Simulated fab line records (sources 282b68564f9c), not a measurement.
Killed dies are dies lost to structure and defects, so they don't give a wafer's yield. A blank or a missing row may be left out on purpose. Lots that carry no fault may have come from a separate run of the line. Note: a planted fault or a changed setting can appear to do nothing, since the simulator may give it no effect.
A struck lot beside a sound one || flow rit-cmos || 32 out of 202 route steps
Sound: the wafers L409.2, L409.5, L409.6. Struck: wafers L416.2, L416.5, L416.6. The cause is given at the end.
Each step with rows lists, per side, the tool, then ch with its chambers, then its first start. Under that, the readings that differ: sound wafers || struck wafers || difference of the means || sigmas: that difference in standard deviations of wafers without a fault.
alike: readings with means less than 2 such deviations apart, plus words and numbers identical on both sides. not compared: withheld readings, readings lacking a value on some wafer, bounds such as >300 that could conceal the same value, and numbers that have no deviation in the record and whose values overlap.
A row with sigmas, a row that says differs or no value, or rows on one side alone: a step with any of these is where the two part. Numbers that have no deviation but don't overlap get no sigmas and don't part them. Lack of a reading on every wafer of one side parts them only where that side has two or more wafers.

first, 5 steps without rows for these wafers: RIT_CONTACT_COAT_03 (resist thk 1000 nm); RIT_CONTACT_SOFTBAKE_04 (time 60 s); RIT_CONTACT_EXPOSE_05 (exposes mask M11, target cd 1000 nm); RIT_CONTACT_PEB_06; RIT_CONTACT_DEVELOP_07 (develop time 120 s).
RIT_CONTACT_CD_MEAS_08: target cd 1000 nm.
  struck on cd-sem-01, day 5 15:40; sound on cd-sem-01, day 4 05:19
{"reading": "cd-nm (nm)", "sound": "999.8 1001.7 1002.8", "struck": "997.9 996.6 995.5", "difference": -4.8, "sigmas": -2}
RIT_CONTACT_OVL_MEAS_09:
  struck on overlay-01, day 5 15:47; sound on overlay-02, day 4 05:25
  alike: CONTACT_OVL
then, 1 step without rows for these wafers: RIT_CONTACT_HARDBAKE_10 (time 60 s).
RIT_CONTACT_ETCH_11: etches SiO2 in CHF3/CF4/Ar, stops on TiSi2, target depth 480 nm, time 320 s.
  sound on rie-diel-01 ch 0,1, day 4 05:36; struck on rie-diel-02 ch 0,3, day 5 15:58
  alike: drypump-motor-current-A, oes-product-au, throttle-valve-pct
  not compared: rf-hours-counter-h
RIT_CONTACT_STRIP_12: strips in O2, time 180 s.
  sound on plasma-asher-04 ch 0,1, day 4 05:47; struck on plasma-asher-03 ch 0,1, day 5 16:09
  alike: drypump-motor-current-A, o2-flow-sccm
  not compared: rf-hours-counter-h
RIT_CONTACT_CD_MEAS_90: target cd 1000 nm.
  struck on cd-sem-01, day 5 16:21; sound on cd-sem-02, day 4 05:59
  alike: cd-nm
then, 1 step without rows for these wafers: RIT_CONTACT_CLEAN_13 (cleans in SC1, time 600 s).
RIT_CONTACT_CLEAN_14: cleans in SC2, time 600 s.
  sound on wet-bench-03 ch 2, day 4 06:16; struck on wet-bench-03 ch 3, day 5 16:38
RIT_M1_SPUTTER_00: material Al, target thk 400 nm, time 500 s.
  struck on pvd-sputter-03, day 5 16:49; sound on pvd-sputter-02, day 4 06:26
  alike: throttle-valve-pct
RIT_M1_RS_MEAS_01: a four-point-probe measurement.
  struck on film-metro-04, day 5 17:08; sound on film-metro-03, day 4 06:45
  alike: M1_AL_RS
RIT_M1_THK_MEAS_02: measures by xrf.
  struck on film-metro-04, day 5 17:14; sound on film-metro-03, day 4 06:52
  alike: M1_AL_THK
then, 6 steps without rows for these wafers: RIT_M1_HMDS_03 (prime time 60 s); RIT_M1_COAT_04 (resist thk 1300 nm); RIT_M1_SOFTBAKE_05 (time 60 s); RIT_M1_EXPOSE_06 (exposes mask M12, target cd 2600 nm); RIT_M1_PEB_07; RIT_M1_DEVELOP_08 (develop time 68 s).
RIT_M1_CD_MEAS_09: target cd 2600 nm.
  struck on cd-sem-02, day 5 18:11; sound on cd-sem-02, day 4 07:49
{"reading": "cd-nm (nm)", "sound": "2605.2 2606.7 2604.8", "struck": "2598.5 2598.3 2598.8", "difference": -7.0, "sigmas": -3}
RIT_M1_OVL_MEAS_10:
  struck on overlay-02, day 5 18:18; sound on overlay-02, day 4 07:55
  alike: M1_OVL
then, 1 step without rows for these wafers: RIT_M1_HARDBAKE_11 (time 120 s).
RIT_M1_METAL_ETCH_12: etches Al in Cl2/BCl3, stops on SiO2, time 165 s, target depth 600 nm.
  sound on rie-metal-02 ch 0,1, day 4 08:12; struck on rie-metal-03 ch 0,1, day 5 18:35
  alike: drypump-motor-current-A, oes-product-au, throttle-valve-pct
  not compared: rf-hours-counter-h
then, 1 step without rows for these wafers: RIT_M1_STRIP_13 (strips in nmp, time 600 s).
RIT_M1_STRIP_14: strips in O2, time 180 s.
  sound on plasma-asher-01 ch 0,1, day 4 08:33; struck on plasma-asher-01 ch 0,1, day 5 18:56
  alike: drypump-motor-current-A, o2-flow-sccm
  not compared: rf-hours-counter-h
RIT_M1_CD_MEAS_90: target cd 2600 nm.
  struck on cd-sem-01, day 5 19:07; sound on cd-sem-02, day 4 08:45
{"reading": "cd-nm (nm)", "sound": "2605.3 2605.0 2605.4", "struck": "2597.2 2598.5 2597.8", "difference": -7.4, "sigmas": -3}
then, 1 step without rows for these wafers: RIT_M1_ANNEAL_15 (time 1800 s).
RIT_M1_BOW_MEAS_16:
  struck on film-metro-03, day 5 20:44; sound on film-metro-04, day 4 10:22
  alike: M1_BOW
RIT_M1_PROBE_99:
  struck on prober-02, day 5 20:53; sound on prober-01, day 4 10:31
{"reading": "hold", "sound": "- - -", "struck": "await-dispo/1.1h/release await-dispo/1.1h/release await-dispo/1.1h/release", "difference": "no value on the sound wafers", "sigmas": ""}
{"reading": "killed-at-contacts", "sound": "0 0 0", "struck": "23 20 22", "difference": "+22", "sigmas": "+90"}
{"reading": "killed-dies", "sound": "7 5 3", "struck": "29 23 27", "difference": "+21", "sigmas": "+7"}
{"reading": "killed-on-rim", "sound": "2 1 0", "struck": "13 7 10", "difference": "+9", "sigmas": "+6"}
  alike: killed-at-front-end, killed-open, killed-short

== WHERE THEY PART ==
At RIT_CONTACT_CD_MEAS_08 first; at RIT_M1_PROBE_99 last (within this record only).

WHY: whatever the simulator had introduced
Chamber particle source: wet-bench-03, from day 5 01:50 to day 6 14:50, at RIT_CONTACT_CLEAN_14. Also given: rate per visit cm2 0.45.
